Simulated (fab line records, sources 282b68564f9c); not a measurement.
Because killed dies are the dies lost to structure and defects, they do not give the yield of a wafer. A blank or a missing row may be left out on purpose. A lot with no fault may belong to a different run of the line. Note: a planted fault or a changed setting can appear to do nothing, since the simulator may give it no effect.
Which of the tools did it? / flow rit-cmos / 21 wafers from 7 lots sampled at 2 of the route's 202 steps

## WHAT THE GAUGES SHOWED, per wafer
RIT_M1_RS_MEAS_01: a four-point-probe measurement.
lot=L962; measured=day 3 17:48; on=film-metro-04; M1_AL_RS (ohm/sq)=0.0739 0.0738 0.0727
lot=L965; measured=day 4 11:44; on=film-metro-02; M1_AL_RS (ohm/sq)=0.0741 0.0736 0.0735
lot=L967; measured=day 4 19:13; on=film-metro-03; M1_AL_RS (ohm/sq)=0.0740 0.0731 0.0742
lot=L970; measured=day 5 12:02; on=film-metro-02; M1_AL_RS (ohm/sq)=0.0738 0.0739 0.0748
lot=L973; measured=day 6 02:42; on=film-metro-02; M1_AL_RS (ohm/sq)=0.0399 0.0402 0.0401
lot=L979; measured=day 7 05:05; on=film-metro-02; M1_AL_RS (ohm/sq)=0.0744 0.0740 0.0746
lot=L983; measured=day 8 04:52; on=film-metro-04; M1_AL_RS (ohm/sq)=0.0746 0.0740 0.0751

## WHAT TOOL EACH LOT RAN ON (gives the tool, then ch and the chambers of the sampled wafers, and finally the start)
lot=L962; RIT_M1_SPUTTER_00=pvd-sputter-04, day 3 17:31
lot=L965; RIT_M1_SPUTTER_00=pvd-sputter-02, day 4 11:26
lot=L967; RIT_M1_SPUTTER_00=pvd-sputter-02, day 4 18:55
lot=L970; RIT_M1_SPUTTER_00=pvd-sputter-01, day 5 11:44
lot=L973; RIT_M1_SPUTTER_00=pvd-sputter-02, day 6 02:23
lot=L979; RIT_M1_SPUTTER_00=pvd-sputter-01, day 7 04:44
lot=L983; RIT_M1_SPUTTER_00=pvd-sputter-01, day 8 04:31
- RIT_M1_SPUTTER_00: material Al, target thk 400 nm, time 500 s.

## THE ANSWER, worked out from the rows above alone
Rule: usual is defined by the lots themselves. The widest of any qualifying gaps counts: lots, ordered by their means at a reading, are off when they make up no more than a third of the lots, leave a main group of 4 or more, and stand apart from it by 3 or more times the standard deviation of that group's means. A main group whose means are all the same, to the digits that the tables above print for the reading, isn't used. A lot without any number at a reading at which 4 lots or more have one is off too. Any other lot the step has rows for is counted as sound.
Off: at RIT_M1_RS_MEAS_01 (M1_AL_RS), L973. For the main group the mean is 0.0740 ohm/sq and the standard deviation 0.00038.
If a tool, at a process step before that reading, ran all the lots that are off and no sound lot after the first of them, it fits. The gauges at RIT_M1_RS_MEAS_01 are tried like those tools. One candidate fits, namely pvd-sputter-02 at RIT_M1_SPUTTER_00. A fault onset in the window from L967 (day 4 18:55, its last sound lot) to L973 (day 6 02:23, its first lot off) fits.

## WHAT HAD BEEN PUT IN BY THE SIMULATOR
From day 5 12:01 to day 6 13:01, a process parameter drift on pvd-sputter-02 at RIT_M1_SPUTTER_00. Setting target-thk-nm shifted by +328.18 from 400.
Shown lots that were struck: L973. The rule above found the same.
